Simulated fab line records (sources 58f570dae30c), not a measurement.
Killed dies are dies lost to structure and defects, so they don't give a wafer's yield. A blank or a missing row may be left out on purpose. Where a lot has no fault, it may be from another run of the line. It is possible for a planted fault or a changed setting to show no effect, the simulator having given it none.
Which tool did it? | flow berkeley-cmos170 | 14 lots with 42 wafers sampled at 3 steps, on a route of 331 steps

WHAT EACH GAUGE READ, for each wafer
UCB170_NLDD_TW_MEAS_11. Usual: NLDD_TW 2212, standard deviation 16.
lot  | measured     | on            | NLDD_TW        | flag
L891 | day 7 18:20  | film-metro-03 | 2215 2214 2213 |
L889 | day 7 18:49  | film-metro-01 | 2177 2178 2185 |
L893 | day 8 06:49  | film-metro-02 | 2206 2217 2213 |
L894 | day 8 20:28  | film-metro-01 | 2198 2194 2191 |
L899 | day 9 08:20  | film-metro-02 | 2223 2219 2221 |
L897 | day 9 08:38  | film-metro-02 | 2215 2212 2215 |
L898 | day 9 09:05  | film-metro-01 | 2188 2191 2185 |
L901 | day 10 00:18 | film-metro-03 | 2224 2229 2217 |
L900 | day 10 01:06 | film-metro-03 | 2216 2210 2226 |
L906 | day 11 07:14 | film-metro-02 | 2211 2221 2222 |
L905 | day 11 07:20 | film-metro-01 | 2305 2297 2302 | OFF
L907 | day 11 17:00 | film-metro-02 | 2223 2233 2232 |
L911 | day 12 19:39 | film-metro-02 | 2330 2321 2321 | OFF
L910 | day 12 19:46 | film-metro-01 | 2200 2210 2190 |

UCB170_SDANNEAL_RS_MEAS_05: measures by four-point-probe. Usual: NLDD_RS 617.0 ohm/sq, standard deviation 1.7.
lot  | measured     | on            | NLDD_RS (ohm/sq)  | flag
L891 | day 8 06:16  | film-metro-03 | 619.3 621.2 621.2 |
L889 | day 8 06:44  | film-metro-03 | 617.7 617.7 616.8 |
L893 | day 8 20:35  | film-metro-02 | 616.5 617.0 616.4 |
L894 | day 9 07:52  | film-metro-03 | 620.4 619.4 618.3 |
L899 | day 9 21:58  | film-metro-03 | 617.0 615.8 616.7 |
L897 | day 9 22:51  | film-metro-03 | 617.9 617.1 617.3 |
L898 | day 9 23:18  | film-metro-01 | 617.3 618.9 617.2 |
L901 | day 10 15:43 | film-metro-01 | 619.4 618.7 620.4 |
L900 | day 10 16:11 | film-metro-02 | 619.4 619.5 616.4 |
L906 | day 11 20:31 | film-metro-02 | 614.1 614.7 614.6 |
L905 | day 11 20:04 | film-metro-03 | 577.3 578.3 578.0 | OFF
L907 | day 12 03:06 | film-metro-02 | 615.9 614.4 612.8 |
L911 | day 13 05:39 | film-metro-01 | 578.6 578.0 577.9 | OFF
L910 | day 13 06:20 | film-metro-01 | 616.8 616.7 617.9 |

EACH LOT AND THE TOOL THAT RAN IT (in order: tool; ch and the chambers of the sampled wafers; start)
lot  | UCB170_NLDD_IMPLANT_09
L891 | implanter-01 ch 0, day 7 18:05
L889 | implanter-01 ch 0, day 7 18:34
L893 | implanter-04 ch 0, day 8 06:35
L894 | implanter-04 ch 0, day 8 20:13
L899 | implanter-02 ch 0, day 9 08:06
L897 | implanter-01 ch 0, day 9 08:25
L898 | implanter-04 ch 0, day 9 08:50
L901 | implanter-01 ch 0, day 10 00:03
L900 | implanter-04 ch 0, day 10 00:52
L906 | implanter-01 ch 0, day 11 06:59
L905 | implanter-02 ch 0, day 11 07:05
L907 | implanter-01 ch 0, day 11 16:45
L911 | implanter-02 ch 0, day 12 19:26
L910 | implanter-01 ch 0, day 12 19:32
- UCB170_NLDD_IMPLANT_09

WHAT THE TOOLS THEMSELVES READ (means of the sampled wafers that have a number; where no wafer has one, the mark that the record gives instead)
UCB170_NLDD_IMPLANT_09. Usual: beam-energy-keV 30.001, standard deviation 0.0091; end-station-pressure-torr 5.09e-06 Torr, standard deviation 2.6e-07; rotation-deg 180.01 degrees, standard deviation 0.036.
lot  | tool         | beam-energy-keV | end-station-pressure-torr (Torr) | rotation-deg (degrees) | flag
L891 | implanter-01 | 29.992          | 5.15e-06                         | 179.98                 |
L889 | implanter-01 | 29.998          | 5.17e-06                         | 179.99                 |
L893 | implanter-04 | 30.001          | 5.23e-06                         | 180.01                 |
L894 | implanter-04 | 29.996          | 5.01e-06                         | 180.05                 |
L899 | implanter-02 | 30.001          | 5.10e-06                         | 180.00                 |
L897 | implanter-01 | 30.008          | 5.04e-06                         | 180.01                 |
L898 | implanter-04 | 30.005          | 4.94e-06                         | 180.01                 |
L901 | implanter-01 | 30.021          | 5.03e-06                         | 180.00                 |
L900 | implanter-04 | 30.002          | 5.05e-06                         | 180.06                 |
L906 | implanter-01 | 30.001          | 5.05e-06                         | 179.99                 |
L905 | implanter-02 | 40.512          | 5.23e-06                         | 180.03                 | OFF
L907 | implanter-01 | 30.000          | 5.31e-06                         | 179.99                 |
L911 | implanter-02 | 40.501          | 4.76e-06                         | 180.03                 | OFF
L910 | implanter-01 | 29.997          | 4.95e-06                         | 179.99                 |

THE ANSWER, worked out from the rows above alone
Rule: take the mean of a lot's wafers that have a number; if it is more than 3 standard deviations from the usual mean, the lot is off. A lot without any number at a reading at which 4 lots or more have one is off too. Any other lot the step has rows for is counted as sound. First the gauges in route order, then the tools' own readings, where a lot's mean is used as printed above. At the first step where some lot is off, the reading lying furthest off is the one used; lots without a number count as furthest.
Off: L905, L911, seen at UCB170_NLDD_TW_MEAS_11 (NLDD_TW).
A tool fits if, at a process step before that reading, it ran every lot that is off, and no sound lot after the first of them. The gauges at UCB170_NLDD_TW_MEAS_11 aren't tried: what is off there is off at UCB170_NLDD_IMPLANT_09 too, on other tools, and a gauge's error can't cause that. One fits: UCB170_NLDD_IMPLANT_09 on implanter-02. A fault onset in the window from L899 (day 9 08:06, its last sound lot) to L905 (day 11 07:05, its first lot off) fits.
On the lots that are off, the tool's own readings at UCB170_NLDD_IMPLANT_09 differ by more than 5 times the standard deviation of the sound lots' means, which bears it out; beam-energy-keV reads 40.507 there versus 30.002 on the sound lots.

WHAT WAS PUT IN BY THE SIMULATOR
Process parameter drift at UCB170_NLDD_IMPLANT_09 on implanter-02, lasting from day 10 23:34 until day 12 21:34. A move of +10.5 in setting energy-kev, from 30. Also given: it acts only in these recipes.
Struck lots among those shown: L905, L911. The rule above found the same.
